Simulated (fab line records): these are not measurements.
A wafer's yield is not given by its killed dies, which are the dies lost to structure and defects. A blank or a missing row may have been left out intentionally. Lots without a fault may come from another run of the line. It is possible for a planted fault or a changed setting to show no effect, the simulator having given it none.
fab line records	flow rit-cmos
[record] lots = 7	wafers = 21	last-day = 7
route steps=202 shown SPACER@127 NSD@131 PSD@142 SDANNEAL@153 PLDD@159 M1@202
lots untouched by any fault: they come from a run of this same line in which no faults occurred
start-h: start of the lot's first displayed wafer, in hours after the record's first day	wait-h: how many hours have passed since the lot's step before this one	" the same as in the row above	L1.1+2: one row covering several wafers at once	- no value present, or no start provided	* or withheld: withheld	< > ~ a bound
route shown NAME@n: NAME is a module with steps in the file, n the number in the route of the first one	usual: mean and standard deviation over wafers with no fault	same: alike in all rows	chamber/n: place in a boat	sites: readings site by site	_std_site: standard deviation across them	_edge_site: the outer-site mean with the inner-site mean subtracted	radius-mm: how far each site lies from the wafer's centre	mask NAME#n: copy n	behind: the most recent tool/chamber to have shaped the wafer	hold: the reason the lot was held/the length of the hold in hours/how it ended	device: the transistor (n, p or np) that didn't switch	end of line: the tests these same wafers got at the end of their route	for a step that has no rows: nothing shown but its recipe	killed: not the wafer's yield, but the dies lost to structure and defects at the first sort	map: the dies of a wafer, with x for killed, . for not killed, _ for no die there
set.NAME: the run value of the setting; set.NAME@STEP: its run value at that earlier step	model.NAME: the simulator's own value behind a step, which no gauge read
certain route steps with their lots: each step a table, each wafer a row
services: from which hour (start-h, from the record's first day; less than 0 if before it) a tool's chamber was out of use, for how many hours, and why
[[steps]]
[step RIT_SPACER_CLEAN_02]
[recipe] chemistry = SC2	mix = 3:3:50	time-s = 600	temp-c = 75	dry = n2-spin
[step RIT_SPACER_CVD_03]
[recipe] material = Si3N4	target-thk-nm = 250	temp-c = 810	precursor = SiH2Cl2/NH3	time-s = 3300	pressure-mtorr = 300	sih2cl2-flow-sccm = 60	nh3-flow-sccm = 150
[step RIT_SPACER_THK_MEAS_04]
[recipe] reads = Si3N4_of_SPACER_CVD_03
[usual] SPACER_NITRIDE_THK = 250.5/2.4
lot.wafer	tool	chamber	start-h	wait-h	SPACER_NITRIDE_THK[nm]
L944.1	film-metro-01	-	77.39	0.0	253.6
L944.5	"	-	"	"	254.9
L944.6	"	-	"	"	253.0
L945.2	film-metro-04	-	77.85	0.0	248.4
L945.3	"	-	"	"	246.3
L945.4	"	-	"	"	245.3
L958.2	film-metro-01	-	129.69	0.0	250.4
L958.4	"	-	"	"	250.9
L958.5	"	-	"	"	251.5
L959.2	film-metro-02	-	139.16	0.0	250.5
L959.5	"	-	"	"	251.9
L959.6	"	-	"	"	251.0
L960.2	film-metro-02	-	142.63	0.0	250.7
L960.4	"	-	"	"	251.5
L960.5	"	-	"	"	252.5
L961.1	film-metro-02	-	148.27	0.0	248.1
L961.3	"	-	"	"	250.0
L961.6	"	-	"	"	249.4
L965.1	film-metro-02	-	165.84	0.0	251.5
L965.3	"	-	"	"	251.3
L965.6	"	-	"	"	249.9
[step RIT_SPACER_ETCHBACK_05]
[recipe] target-depth-a = 2500	SF6_flow_sccm = 30	CHF3_flow_sccm = 30	target = Si3N4	chemistry = SF6/CHF3	pressure-mtorr = 40	rf-w = 250	time-s = 240	stop-on = SiO2
[usual] drypump-motor-current-A = 6.0/0.44	oes-product-au = 0.845/0.012	throttle-valve-pct = 10.28/0.15
lot.wafer	tool	chamber	start-h	wait-h	drypump-motor-current-A	oes-product-au	rf-hours-counter-h	throttle-valve-pct
L944.1	rie-diel-02	2	77.45	0.1	6.3	0.846	4	10.41
L944.5	"	2	"	"	6.3	0.853	-	10.43
L944.6	"	1	"	"	6.2	0.871	-	10.32
L945.2	rie-diel-01	0	77.90	0.0	5.8	0.833	140	10.37
L945.3	"	1	"	"	6.1	0.826	61	9.99
L945.4	"	3	"	"	6.7	0.827	143	10.22
L958.2	rie-diel-02	0	129.74	0.0	4.9	0.864	121	10.36
L958.4	"	1	"	"	6.2	0.861	133	10.34
L958.5	"	1	"	"	6.2	0.863	-	10.34
L959.2	rie-diel-01	0	139.21	0.0	5.8	0.845	141	10.37
L959.5	"	2	"	"	5.7	0.836	-	10.29
L959.6	"	1	"	"	6.1	0.838	-	9.98
L960.2	rie-diel-03	0	142.68	0.0	5.8	0.830	70	10.32
L960.4	"	2	"	"	5.6	0.851	120	10.55
L960.5	"	0	"	"	5.8	0.837	-	10.33
L961.1	rie-diel-03	2	148.33	0.1	5.6	0.851	120	10.55
L961.3	"	3	"	"	5.8	0.863	141	10.11
L961.6	"	0	"	"	5.7	0.832	-	10.33
L965.1	rie-diel-03	0	165.90	0.1	5.8	0.837	71	10.33
L965.3	"	3	"	"	5.7	0.861	142	10.10
L965.6	"	2	"	"	5.6	0.849	-	10.55
[step RIT_NSD_HMDS_00]
[recipe] prime-time-s = 60	prime-temp-c = 140
[step RIT_NSD_COAT_01]
[recipe] resist = NOVOLAK	spin-rpm = 3250	resist-thk-nm = 1000
[step RIT_NSD_SOFTBAKE_02]
[recipe] resist = NOVOLAK	temp-c = 90	time-s = 60
[step RIT_NSD_EXPOSE_03]
[recipe] mask-id = M9	na = 0.57	target-cd-nm = 40700	dose-mj = 250
[step RIT_NSD_PEB_04]
[recipe] resist = NOVOLAK	temp-c = withheld	time-s = withheld
[step RIT_NSD_DEVELOP_05]
[recipe] resist = NOVOLAK	develop-time-s = 50	dev-temp-c = 23
[step RIT_NSD_OVL_MEAS_06]
[usual] NSD_OVL = 0.0/1.4
lot.wafer	tool	chamber	start-h	wait-h	NSD_OVL[nm]
L944.1	overlay-02	-	78.55	-	-0.4
L944.5	"	-	"	"	-0.6
L944.6	"	-	"	"	0.8
L945.2	overlay-01	-	79.09	-	-0.3
L945.3	"	-	"	"	-1.3
L945.4	"	-	"	"	-0.1
L958.2	overlay-02	-	130.87	-	1.8
L958.4	"	-	"	"	1.9
L958.5	"	-	"	"	0.9
L959.2	overlay-02	-	140.22	-	-0.8
L959.5	"	-	"	"	-0.5
L959.6	"	-	"	"	0.8
L960.2	overlay-01	-	143.95	-	0.7
L960.4	"	-	"	"	0.8
L960.5	"	-	"	"	0.1
L961.1	overlay-02	-	149.36	-	-2.8
L961.3	"	-	"	"	-2.6
L961.6	"	-	"	"	0.2
L965.1	overlay-02	-	166.90	-	-0.6
L965.3	"	-	"	"	-3.2
L965.6	"	-	"	"	-1.8
[step RIT_NSD_HARDBAKE_07]
[recipe] resist = NOVOLAK	temp-c = 140	time-s = 60
[step RIT_NSD_IMPLANT_08]
[recipe] species = P	energy-kev = 25	dose-cm2 = 1e+15	tilt-deg = 7
[usual] beam-energy-keV = 25.002/0.0082	dose-ions-cm2 = 1.0001e+15/1.3e+12
lot.wafer	tool	chamber	start-h	wait-h	beam-energy-keV	dose-ions-cm2
L944.1	implanter-03	0	78.80	0.1	25.007	1.0002e+15
L944.5	"	0	"	"	25.007	1.001e+15
L944.6	"	0	"	"	25.016	1.001e+15
L945.2	implanter-02	0	79.43	0.1	24.990	9.993e+14
L945.3	"	0	"	"	24.998	1.0007e+15
L945.4	"	0	"	"	24.996	9.984e+14
L958.2	implanter-02	0	131.08	0.1	25.014	1.0433e+15
L958.4	"	0	"	"	24.994	1.044e+15
L958.5	"	0	"	"	25.009	1.0435e+15
L959.2	implanter-02	0	140.42	0.1	24.992	1.044e+15
L959.5	"	0	"	"	24.992	1.0405e+15
L959.6	"	0	"	"	24.987	1.0426e+15
L960.2	implanter-02	0	144.26	0.1	25.003	1.0414e+15
L960.4	"	0	"	"	25.003	1.0442e+15
L960.5	"	0	"	"	25.001	1.0456e+15
L961.1	implanter-03	0	149.55	0.1	24.988	9.992e+14
L961.3	"	0	"	"	25.001	9.986e+14
L961.6	"	0	"	"	24.989	9.988e+14
L965.1	implanter-03	0	167.09	0.1	25.004	1.0031e+15
L965.3	"	0	"	"	25.011	1.0039e+15
L965.6	"	0	"	"	25.003	1.0014e+15
[step RIT_NSD_STRIP_09]
[recipe] chemistry = O2	time-s = 180	resist = NOVOLAK	platen-temp-c = withheld	power-w = 500	pressure-mtorr = 4000	o2-flow-sccm = 4000
[usual] drypump-motor-current-A = 5.9/0.47
lot.wafer	tool	chamber	start-h	wait-h	drypump-motor-current-A	rf-hours-counter-h
L944.1	plasma-asher-02	0	78.95	0.1	5.8	44
L944.5	"	0	"	"	5.8	-
L944.6	"	1	"	"	5.4	-
L945.2	plasma-asher-03	1	79.56	0.1	5.4	40
L945.3	"	0	"	"	5.9	-
L945.4	"	1	"	"	5.5	-
L958.2	plasma-asher-03	0	131.20	0.1	5.9	48
L958.4	"	0	"	"	5.9	-
L958.5	"	0	"	"	5.9	-
L959.2	plasma-asher-04	1	140.55	0.1	6.7	38
L959.5	"	0	"	"	6.4	-
L959.6	"	1	"	"	6.7	-
L960.2	plasma-asher-02	0	144.38	0.1	5.8	53
L960.4	"	1	"	"	5.4	-
L960.5	"	0	"	"	5.8	-
L961.1	plasma-asher-04	1	149.70	0.1	6.7	39
L961.3	"	0	"	"	6.4	-
L961.6	"	0	"	"	6.3	-
L965.1	plasma-asher-03	1	167.24	0.1	5.5	52
L965.3	"	1	"	"	5.5	-
L965.6	"	1	"	"	5.5	-
[step RIT_NSD_TW_MEAS_10]
[usual] NSD_TW = 3112/12
lot.wafer	tool	chamber	start-h	wait-h	NSD_TW
L944.1	film-metro-04	-	79.12	0.1	3093
L944.5	"	-	"	"	3089
L944.6	"	-	"	"	3105
L945.2	film-metro-04	-	79.74	0.1	3097
L945.3	"	-	"	"	3086
L945.4	"	-	"	"	3108
L958.2	film-metro-04	-	131.39	0.1	3113
L958.4	"	-	"	"	3140
L958.5	"	-	"	"	3132
L959.2	film-metro-04	-	140.73	0.1	3145
L959.5	"	-	"	"	3124
L959.6	"	-	"	"	3143
L960.2	film-metro-04	-	144.57	0.1	3128
L960.4	"	-	"	"	3126
L960.5	"	-	"	"	3125
L961.1	film-metro-03	-	149.87	0.1	3107
L961.3	"	-	"	"	3140
L961.6	"	-	"	"	3112
L965.1	film-metro-02	-	167.42	0.1	3103
L965.3	"	-	"	"	3117
L965.6	"	-	"	"	3109
[step RIT_PSD_HMDS_00]
[recipe] prime-time-s = 60	prime-temp-c = 140
[step RIT_PSD_COAT_01]
[recipe] resist = NOVOLAK	spin-rpm = 3250	resist-thk-nm = 1000
[step RIT_PSD_SOFTBAKE_02]
[recipe] resist = NOVOLAK	temp-c = 90	time-s = 60
[step RIT_PSD_EXPOSE_03]
[recipe] mask-id = M10	na = 0.57	target-cd-nm = 40900	dose-mj = 250
[step RIT_PSD_PEB_04]
[recipe] resist = NOVOLAK	temp-c = withheld	time-s = withheld
[step RIT_PSD_DEVELOP_05]
[recipe] resist = NOVOLAK	develop-time-s = 50	dev-temp-c = 23
[step RIT_PSD_OVL_MEAS_06]
[usual] PSD_OVL = -0.1/1.5
lot.wafer	tool	chamber	start-h	wait-h	PSD_OVL[nm]
L944.1	overlay-02	-	80.65	-	1.0
L944.5	"	-	"	"	2.7
L944.6	"	-	"	"	2.0
L945.2	overlay-01	-	80.89	-	-0.5
L945.3	"	-	"	"	-0.1
L945.4	"	-	"	"	0.2
L958.2	overlay-02	-	132.42	-	0.0
L958.4	"	-	"	"	0.8
L958.5	"	-	"	"	-1.6
L959.2	overlay-01	-	141.77	-	-0.1
L959.5	"	-	"	"	-0.2
L959.6	"	-	"	"	-2.5
L960.2	overlay-01	-	145.65	-	-0.1
L960.4	"	-	"	"	0.6
L960.5	"	-	"	"	-1.7
L961.1	overlay-02	-	151.00	-	-0.7
L961.3	"	-	"	"	-1.7
L961.6	"	-	"	"	-0.9
L965.1	overlay-01	-	168.33	-	-1.8
L965.3	"	-	"	"	0.4
L965.6	"	-	"	"	-2.9
[step RIT_PSD_HARDBAKE_07]
[recipe] resist = NOVOLAK	temp-c = 140	time-s = 60
[step RIT_PSD_IMPLANT_08]
[recipe] species = BF2	energy-kev = 27	dose-cm2 = 5e+15	tilt-deg = 7
[step RIT_PSD_STRIP_09]
[recipe] chemistry = O2	time-s = 180	resist = NOVOLAK	platen-temp-c = withheld	power-w = 500	pressure-mtorr = 4000	o2-flow-sccm = 4000
[usual] drypump-motor-current-A = 5.9/0.4
lot.wafer	tool	chamber	start-h	wait-h	drypump-motor-current-A	rf-hours-counter-h
L944.1	plasma-asher-01	0	81.18	0.1	5.9	42
L944.5	"	0	"	"	5.9	-
L944.6	"	1	"	"	5.8	-
L945.2	plasma-asher-03	1	81.34	0.1	5.5	41
L945.3	"	0	"	"	5.9	-
L945.4	"	1	"	"	5.5	-
L958.2	plasma-asher-03	1	132.86	0.1	5.5	48
L958.4	"	1	"	"	5.5	-
L958.5	"	0	"	"	5.9	-
L959.2	plasma-asher-03	1	142.10	0.1	5.5	49
L959.5	"	0	"	"	5.9	-
L959.6	"	1	"	"	5.5	-
L960.2	plasma-asher-03	1	145.98	0.1	5.5	50
L960.4	"	0	"	"	5.9	-
L960.5	"	1	"	"	5.5	-
L961.1	plasma-asher-03	1	151.34	0.1	5.5	50
L961.3	"	0	"	"	5.9	-
L961.6	"	1	"	"	5.4	-
L965.1	plasma-asher-04	1	168.66	0.1	6.7	41
L965.3	"	1	"	"	6.7	-
L965.6	"	0	"	"	6.4	-
[step RIT_PSD_TW_MEAS_10]
[usual] PSD_TW = 3420/15
lot.wafer	tool	chamber	start-h	wait-h	PSD_TW
L944.1	film-metro-02	-	81.36	0.1	3419
L944.5	"	-	"	"	3407
L944.6	"	-	"	"	3416
L945.2	film-metro-03	-	81.52	0.1	3405
L945.3	"	-	"	"	3426
L945.4	"	-	"	"	3417
L958.2	film-metro-02	-	133.05	0.1	3419
L958.4	"	-	"	"	3418
L958.5	"	-	"	"	3450
L959.2	film-metro-02	-	142.28	0.1	3445
L959.5	"	-	"	"	3429
L959.6	"	-	"	"	3426
L960.2	film-metro-02	-	146.17	0.1	3387
L960.4	"	-	"	"	3410
L960.5	"	-	"	"	3403
L961.1	film-metro-04	-	151.52	0.1	3396
L961.3	"	-	"	"	3407
L961.6	"	-	"	"	3397
L965.1	film-metro-02	-	168.84	0.1	3419
L965.3	"	-	"	"	3420
L965.6	"	-	"	"	3434
[step RIT_SDANNEAL_CLEAN_00]
[recipe] chemistry = SC1	mix = 3:3:50	time-s = 600	temp-c = 75
[step RIT_SDANNEAL_CLEAN_01]
[recipe] chemistry = dHF	dilution = 50:1	time-s = 30
[step RIT_SDANNEAL_CLEAN_02]
[recipe] chemistry = SC2	mix = 3:3:50	time-s = 600	temp-c = 75	dry = n2-spin
[step RIT_SDANNEAL_RTA_03]
[recipe] temp-c = 1050	time-s = 5	idle-temp-c = 600	ramp-up-c-per-s = 342	ramp-down-c-per-s = 171	cool-to-c = 600	ambient = N2
[usual] wafer_temp_C_max = 1053.4/1.1
lot.wafer	tool	chamber	start-h	wait-h	wafer_temp_C_max
L944.1	rtp-anneal-01	0	81.79	0.0	1054.0
L944.5	"	0	"	"	1055.8
L944.6	"	0	"	"	1052.9
L945.2	rtp-anneal-02	0	81.95	0.0	1053.7
L945.3	"	0	"	"	1054.7
L945.4	"	0	"	"	1052.7
L958.2	rtp-anneal-01	0	133.65	0.0	1052.5
L958.4	"	0	"	"	1053.2
L958.5	"	0	"	"	1053.3
L959.2	rtp-anneal-02	0	142.72	0.0	1052.2
L959.5	"	0	"	"	1053.9
L959.6	"	0	"	"	1053.0
L960.2	rtp-anneal-01	0	146.59	0.0	1055.0
L960.4	"	0	"	"	1053.0
L960.5	"	0	"	"	1052.3
L961.1	rtp-anneal-02	0	151.94	0.0	1052.0
L961.3	"	0	"	"	1053.5
L961.6	"	0	"	"	1052.4
L965.1	rtp-anneal-02	0	169.26	0.0	1054.6
L965.3	"	0	"	"	1052.6
L965.6	"	0	"	"	1054.3
[step RIT_SDANNEAL_RS_MEAS_04]
[recipe] thk-meas-gauge = four-point-probe
[usual] PSD_RS = 115.91/0.29
lot.wafer	tool	chamber	start-h	wait-h	PSD_RS[ohm/sq]
L944.1	film-metro-03	-	81.84	0.0	116.25
L944.5	"	-	"	"	116.08
L944.6	"	-	"	"	116.03
L945.2	film-metro-04	-	82.02	0.1	116.00
L945.3	"	-	"	"	115.64
L945.4	"	-	"	"	116.33
L958.2	film-metro-03	-	133.71	0.1	116.25
L958.4	"	-	"	"	116.41
L958.5	"	-	"	"	116.15
L959.2	film-metro-04	-	142.79	0.1	115.64
L959.5	"	-	"	"	115.34
L959.6	"	-	"	"	115.57
L960.2	film-metro-04	-	146.66	0.1	116.10
L960.4	"	-	"	"	116.03
L960.5	"	-	"	"	116.15
L961.1	film-metro-03	-	152.00	0.0	116.25
L961.3	"	-	"	"	115.90
L961.6	"	-	"	"	116.70
L965.1	film-metro-04	-	169.32	0.0	116.29
L965.3	"	-	"	"	116.03
L965.6	"	-	"	"	116.05
[step RIT_SDANNEAL_RS_MEAS_05]
[recipe] thk-meas-gauge = four-point-probe
[usual] NSD_RS = 84.48/0.26
lot.wafer	tool	chamber	start-h	wait-h	NSD_RS[ohm/sq]
L944.1	film-metro-03	-	81.96	0.1	84.34
L944.5	"	-	"	"	84.42
L944.6	"	-	"	"	84.29
L945.2	film-metro-04	-	82.14	0.1	84.37
L945.3	"	-	"	"	84.67
L945.4	"	-	"	"	84.41
L958.2	film-metro-03	-	133.83	0.1	82.06
L958.4	"	-	"	"	81.95
L958.5	"	-	"	"	81.68
L959.2	film-metro-04	-	142.91	0.1	81.53
L959.5	"	-	"	"	81.34
L959.6	"	-	"	"	81.98
L960.2	film-metro-04	-	146.78	0.1	81.85
L960.4	"	-	"	"	81.84
L960.5	"	-	"	"	81.81
L961.1	film-metro-03	-	152.12	0.1	84.86
L961.3	"	-	"	"	84.59
L961.6	"	-	"	"	84.97
L965.1	film-metro-04	-	169.44	0.1	84.50
L965.3	"	-	"	"	84.60
L965.6	"	-	"	"	84.28
[step RIT_SDANNEAL_RS_MEAS_06]
[recipe] thk-meas-gauge = four-point-probe
[usual] PLDD_RS = 178.7/0.52
lot.wafer	tool	chamber	start-h	wait-h	PLDD_RS[ohm/sq]
L944.1	film-metro-03	-	82.08	0.1	179.7
L944.5	"	-	"	"	178.5
L944.6	"	-	"	"	179.3
L945.2	film-metro-04	-	82.26	0.1	179.1
L945.3	"	-	"	"	179.3
L945.4	"	-	"	"	179.8
L958.2	film-metro-03	-	133.95	0.1	179.4
L958.4	"	-	"	"	178.8
L958.5	"	-	"	"	178.9
L959.2	film-metro-04	-	143.03	0.1	178.6
L959.5	"	-	"	"	178.4
L959.6	"	-	"	"	178.6
L960.2	film-metro-04	-	146.90	0.1	178.4
L960.4	"	-	"	"	178.3
L960.5	"	-	"	"	178.1
L961.1	film-metro-03	-	152.24	0.1	178.8
L961.3	"	-	"	"	178.5
L961.6	"	-	"	"	179.2
L965.1	film-metro-04	-	169.56	0.1	178.8
L965.3	"	-	"	"	178.4
L965.6	"	-	"	"	178.6
[step RIT_M1_PROBE_99]
[usual] killed-at-contacts = 0.0/0.2	killed-at-front-end = 7.3/2.8	killed-dies = 7.3/2.8	killed-open = 3.8/1.9	killed-short = 3.5/1.8
[same] gross-dies = 264	killed_at_M0_to_M3 = 0	killed_at_M4_up = 0	killed-at-back-side = 0	killed-at-other = 0
lot.wafer	tool	chamber	start-h	wait-h	killed-at-contacts	killed-at-front-end	killed-dies	killed-open	killed-short	model.etest.contact-nplus.end-ohm-um
L944.1	prober-01	-	89.70	0.1	0	8	8	5	3	40.66
L944.5	prober-01	-	89.90	0.2	0	5	5	2	3	39.79
L944.6	prober-01	-	89.95	0.2	1	11	12	5	7	40.29
L945.2	prober-02	-	91.25	0.1	0	9	9	5	4	43.1
L945.3	prober-02	-	91.30	0.2	0	4	4	0	4	42.56
L945.4	prober-02	-	91.35	0.2	1	9	10	7	3	41.71
L958.2	prober-01	-	151.00	0.1	0	7	7	2	4	39.41
L958.4	prober-01	-	151.10	0.2	0	4	4	1	3	40.09
L958.5	prober-01	-	151.15	0.2	0	5	5	2	2	40.18
L959.2	prober-02	-	151.00	0.1	0	8	8	4	4	38.84
L959.5	prober-02	-	151.15	0.2	0	10	10	5	5	40.53
L959.6	prober-02	-	151.20	0.2	0	5	5	1	4	40.14
L960.2	prober-01	-	154.14	0.1	0	6	6	5	1	39.76
L960.4	prober-01	-	154.24	0.2	0	16	16	8	8	39.31
L960.5	prober-01	-	154.29	0.2	0	8	8	3	5	38.77
L961.1	prober-02	-	159.37	0.1	0	8	8	4	4	42.53
L961.3	prober-02	-	159.47	0.2	0	4	4	3	1	43.14
L961.6	prober-02	-	159.62	0.2	0	6	6	4	2	42.69
L965.1	prober-02	-	176.64	0.1	0	3	3	0	3	40.28
L965.3	prober-02	-	176.74	0.2	0	6	6	4	2	40.97
L965.6	prober-02	-	176.89	0.2	0	7	7	3	4	40.6
// killed by level:class
L944.1 GATE:geometric-particle:open=2 SPACER:geometric-particle:open=2 FOX1:geometric-particle:short=1 FOX1:geometric-particle:open=1 GATE:geometric-particle:short=1 SPACER:geometric-particle:short=1
L944.5 REOX:geometric-particle:short=2 REOX:geometric-particle:open=1 SPACER:geometric-particle:short=1 SILICIDE:geometric-particle:open=1
L944.6 SILICIDE:geometric-particle:short=3 REOX:geometric-particle:short=2 SPACER:geometric-particle:short=2 GATE:geometric-particle:open=1 REOX:geometric-particle:open=1 SPACER:geometric-particle:open=1 SILICIDE:geometric-particle:open=1 CONTACT:geometric-particle:open=1
L945.2 GATE:geometric-particle:open=3 GATE:geometric-particle:short=2 FOX1:geometric-particle:short=1 FOX1:geometric-particle:open=1 REOX:geometric-particle:short=1 REOX:geometric-particle:open=1
L945.3 FOX1:geometric-particle:short=2 GATE:geometric-particle:short=1 REOX:geometric-particle:short=1
L945.4 GATE:geometric-particle:open=5 FOX1:geometric-particle:open=1 GATE:geometric-particle:short=1 REOX:geometric-particle:short=1 SILICIDE:geometric-particle:short=1 CONTACT:geometric-particle:open=1
L958.2 GATE:geometric-particle:short=2 SPACER:geometric-particle:short=2 FOX1:geometric-particle:open=1 SILICIDE:geometric-particle:open=1 PWELL:coat-microbubble-printed=1
L959.2 FOX1:geometric-particle:short=2 REOX:geometric-particle:open=2 SPACER:geometric-particle:open=2 GATE:geometric-particle:short=1 REOX:geometric-particle:short=1
L958.4 GATE:geometric-particle:short=2 REOX:geometric-particle:open=1 SPACER:geometric-particle:short=1
L958.5 GATE:geometric-particle:short=1 GATE:geometric-particle:open=1 REOX:geometric-particle:short=1 SILICIDE:geometric-particle:open=1 PWELL:coat-microbubble-printed=1
L959.5 GATE:geometric-particle:short=3 FOX1:geometric-particle:open=2 REOX:geometric-particle:short=2 ACTIVE:geometric-particle:open=1 REOX:geometric-particle:open=1 SPACER:geometric-particle:open=1
L959.6 FOX1:geometric-particle:short=2 REOX:geometric-particle:short=2 REOX:geometric-particle:open=1
L960.2 GATE:geometric-particle:open=2 SPACER:geometric-particle:open=2 FOX2:geometric-particle:open=1 GATE:geometric-particle:short=1
L960.4 REOX:geometric-particle:short=4 GATE:geometric-particle:short=3 SPACER:geometric-particle:open=3 SILICIDE:geometric-particle:open=3 GATE:geometric-particle:open=2 SPACER:geometric-particle:short=1
L960.5 GATE:geometric-particle:open=2 FOX1:geometric-particle:short=1 FOX2:geometric-particle:short=1 FOX2:geometric-particle:open=1 REOX:geometric-particle:short=1 SPACER:geometric-particle:short=1 SILICIDE:geometric-particle:short=1
L961.1 REOX:geometric-particle:open=2 SILICIDE:geometric-particle:open=2 FOX1:geometric-particle:short=1 GATE:geometric-particle:short=1 REOX:geometric-particle:short=1 SILICIDE:geometric-particle:short=1
L961.3 GATE:geometric-particle:open=2 FOX1:geometric-particle:open=1 REOX:geometric-particle:short=1
L961.6 GATE:geometric-particle:open=2 FOX1:geometric-particle:short=1 REOX:geometric-particle:open=1 SILICIDE:geometric-particle:short=1 STARTING-WAFER:geometric-particle:open=1
L965.1 GATE:geometric-particle:short=3
L965.3 GATE:geometric-particle:open=3 FOX1:geometric-particle:short=2 SILICIDE:geometric-particle:open=1
L965.6 FOX1:geometric-particle:open=2 GATE:geometric-particle:short=2 FOX1:geometric-particle:short=1 SPACER:geometric-particle:short=1 SILICIDE:geometric-particle:open=1
[[services]]
tool	chamber	start-h	hours	kind
implanter-02	-	79.65	3.0	pm
rie-diel-02	-	81.46	0.5	repair
plasma-asher-01	-	83.33	28.1	pm
implanter-03	-	90.35	1.7	repair
rie-diel-03	1	105.21	8.5	repair
plasma-asher-01	-	111.44	9.0	pm
plasma-asher-01	0	111.44	9.0	vent-cycle
plasma-asher-01	1	111.44	9.0	vent-cycle
plasma-asher-01	-	113.25	4.2	repair
plasma-asher-01	0	120.44	-	clean
plasma-asher-01	1	120.44	-	clean
rie-diel-03	1	155.39	-	clean
rie-diel-03	1	155.39	14.0	scheduled-down
rie-diel-03	1	155.39	14.0	vent-cycle
plasma-asher-01	-	159.39	3.5	repair
rie-diel-01	2	165.27	6.9	repair
[[key]]
[first-sign] step = RIT_NSD_IMPLANT_08	reading = dose-ions-cm2	direction = up	sigmas = 33	usual = 1.0001e+15	struck = 1.0432e+15
[effect] step = RIT_NSD_TW_MEAS_10	reading = NSD_TW	direction = up	sigmas = 1.5	usual = 3112	struck = 3131
[effect] step = RIT_SDANNEAL_RS_MEAS_05	reading = NSD_RS	direction = down	sigmas = 11	usual = 84.48	struck = 81.78
[model-effect] step = RIT_M1_PROBE_99	value = etest.contact-nplus.end-ohm-um	without = 42.03	struck = 39.67
met-at RIT_NSD_IMPLANT_08
struck-wafers L958.2,L958.4,L958.5,L959.2,L959.5,L959.6,L960.2,L960.4,L960.5
tester-left-out L958,L959,L960
onset-between 79.43 131.08
[fault] kind = process-parameter-drift	tool = implanter-02	chamber = -	onset-h = 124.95	steps = RIT_NSD_IMPLANT_08	channel = dose-cm2	offset = 4.2787e+13	shape = step	end-h = 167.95	acts-in = these-recipes-only	stated = 1e+15
// tester-left-out: of these lots the tester's yield and bins aren't shown, on N5 and GAA mostly nor the transistor test; their killed dies are dies lost to structure and defects alone, not to doping, threshold or leakage, so they don't give the yield
